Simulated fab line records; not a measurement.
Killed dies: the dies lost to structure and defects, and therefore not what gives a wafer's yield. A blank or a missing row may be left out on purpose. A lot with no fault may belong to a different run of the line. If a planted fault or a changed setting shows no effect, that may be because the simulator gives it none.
Split-lot study :: flow ritCmos :: 23 wafers read across 5 lots, on a route 202 steps long

== ON THE SPLIT ==
At RIT_M1_METAL_ETCH_12 (etches Al in Cl2/BCl3, stops on SiO2, time 165 s, target depth 600 nm), the setting rfW was moved away from the recipe's 250 W on 7 of the 23 wafers read, by -11.6% to -3.0%. This setting was run at the recipe's value on the other wafers.

The reading is taken at the split's own step.

== THE READING ==
NOVOLAK_of_M1_COAT_04.thkNm (the simulator's own value, which no gauge read), in nm, at RIT_M1_METAL_ETCH_12 (etches Al in Cl2/BCl3, stops on SiO2, time 165 s, target depth 600 nm). There is no usual value for it anywhere in the file. Here, 16 wafers ran the recipe; their average is 807.3 nm with a standard deviation of 5.7 nm.

wafer: L077.1
tool, chamber at the split: rieMetal-02, 1
rfW as run, W: 221
against the recipe: -11.6%
NOVOLAK_of_M1_COAT_04.thkNm, nm: 848.3
against lot-mates on the recipe: +41.6

wafer: L077.2
tool, chamber at the split: rieMetal-02, 0
rfW as run, W: 250
against the recipe: recipe
NOVOLAK_of_M1_COAT_04.thkNm, nm: 806.2
against lot-mates on the recipe: -

wafer: L077.3
tool, chamber at the split: rieMetal-02, 1
rfW as run, W: 250
against the recipe: recipe
NOVOLAK_of_M1_COAT_04.thkNm, nm: 811.3
against lot-mates on the recipe: -

wafer: L077.5
tool, chamber at the split: rieMetal-02, 1
rfW as run, W: 250
against the recipe: recipe
NOVOLAK_of_M1_COAT_04.thkNm, nm: 802.6
against lot-mates on the recipe: -

wafer: L077.6
tool, chamber at the split: rieMetal-02, 0
rfW as run, W: 221
against the recipe: -11.6%
NOVOLAK_of_M1_COAT_04.thkNm, nm: 842.9
against lot-mates on the recipe: +36.2

wafer: L079.1
tool, chamber at the split: rieMetal-04, 0
rfW as run, W: 250
against the recipe: recipe
NOVOLAK_of_M1_COAT_04.thkNm, nm: 804.9
against lot-mates on the recipe: -

wafer: L079.2
tool, chamber at the split: rieMetal-04, 1
rfW as run, W: 250
against the recipe: recipe
NOVOLAK_of_M1_COAT_04.thkNm, nm: 801.3
against lot-mates on the recipe: -

wafer: L079.4
tool, chamber at the split: rieMetal-04, 0
rfW as run, W: 250
against the recipe: recipe
NOVOLAK_of_M1_COAT_04.thkNm, nm: 804.8
against lot-mates on the recipe: -

wafer: L079.5
tool, chamber at the split: rieMetal-04, 0
rfW as run, W: 250
against the recipe: recipe
NOVOLAK_of_M1_COAT_04.thkNm, nm: 804.7
against lot-mates on the recipe: -

wafer: L079.6
tool, chamber at the split: rieMetal-04, 1
rfW as run, W: 250
against the recipe: recipe
NOVOLAK_of_M1_COAT_04.thkNm, nm: 806.3
against lot-mates on the recipe: -

wafer: L082.1
tool, chamber at the split: rieMetal-04, 0
rfW as run, W: 228.3
against the recipe: -8.7%
NOVOLAK_of_M1_COAT_04.thkNm, nm: 833.6
against lot-mates on the recipe: +31.4

wafer: L082.2
tool, chamber at the split: rieMetal-04, 1
rfW as run, W: 250
against the recipe: recipe
NOVOLAK_of_M1_COAT_04.thkNm, nm: 799.1
against lot-mates on the recipe: -

wafer: L082.3
tool, chamber at the split: rieMetal-04, 0
rfW as run, W: 250
against the recipe: recipe
NOVOLAK_of_M1_COAT_04.thkNm, nm: 805.4
against lot-mates on the recipe: -

wafer: L082.4
tool, chamber at the split: rieMetal-04, 1
rfW as run, W: 228.3
against the recipe: -8.7%
NOVOLAK_of_M1_COAT_04.thkNm, nm: 834.2
against lot-mates on the recipe: +32.0

wafer: L082.5
tool, chamber at the split: rieMetal-04, 1
rfW as run, W: 228.3
against the recipe: -8.7%
NOVOLAK_of_M1_COAT_04.thkNm, nm: 827.6
against lot-mates on the recipe: +25.4

wafer: L083.1
tool, chamber at the split: rieMetal-02, 0
rfW as run, W: 250
against the recipe: recipe
NOVOLAK_of_M1_COAT_04.thkNm, nm: 805
against lot-mates on the recipe: -

wafer: L083.5
tool, chamber at the split: rieMetal-02, 0
rfW as run, W: 250
against the recipe: recipe
NOVOLAK_of_M1_COAT_04.thkNm, nm: 805.1
against lot-mates on the recipe: -

wafer: L083.6
tool, chamber at the split: rieMetal-02, 1
rfW as run, W: 250
against the recipe: recipe
NOVOLAK_of_M1_COAT_04.thkNm, nm: 808.4
against lot-mates on the recipe: -

wafer: L085.2
tool, chamber at the split: rieMetal-04, 0
rfW as run, W: 250
against the recipe: recipe
NOVOLAK_of_M1_COAT_04.thkNm, nm: 817
against lot-mates on the recipe: -

wafer: L085.3
tool, chamber at the split: rieMetal-04, 0
rfW as run, W: 250
against the recipe: recipe
NOVOLAK_of_M1_COAT_04.thkNm, nm: 821.9
against lot-mates on the recipe: -

wafer: L085.4
tool, chamber at the split: rieMetal-04, 1
rfW as run, W: 250
against the recipe: recipe
NOVOLAK_of_M1_COAT_04.thkNm, nm: 812.8
against lot-mates on the recipe: -

wafer: L085.5
tool, chamber at the split: rieMetal-04, 0
rfW as run, W: 242.4
against the recipe: -3.0%
NOVOLAK_of_M1_COAT_04.thkNm, nm: 829.9
against lot-mates on the recipe: +12.7

wafer: L085.6
tool, chamber at the split: rieMetal-04, 1
rfW as run, W: 242.4
against the recipe: -3.0%
NOVOLAK_of_M1_COAT_04.thkNm, nm: 829.1
against lot-mates on the recipe: +11.9

THE FIT
A straight line over all 23 wafers: NOVOLAK_of_M1_COAT_04.thkNm changes by -3.14 nm for each +1% of rfW; r = -0.90; the points scatter about the line by 6.5 nm.
The same after taking each lot's own level away (the mean of its wafers on the recipe; 23 wafers): -3.38 nm for each +1%; r = -0.98; scatter 2.8 nm.
On that fit, the largest move of rfW shifts the reading by 39 nm.
From 802.25 to 817.23 nm: that is the span of the lots' own levels, equal to 2.6 times the standard deviation above.
The two slopes agree, so the slope changes little with the lot-to-lot level.
Check: with one of the wafers moved furthest among these (-11.6%) left out of the fit, the line predicts +38.6 nm for it against its lot-mates. Against them it came out at +41.6 nm.

== THE FILE'S OWN FIT ==
NOVOLAK_of_M1_COAT_04.thkNm changes by -3.4 nm for each +1% of rfW, r = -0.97.
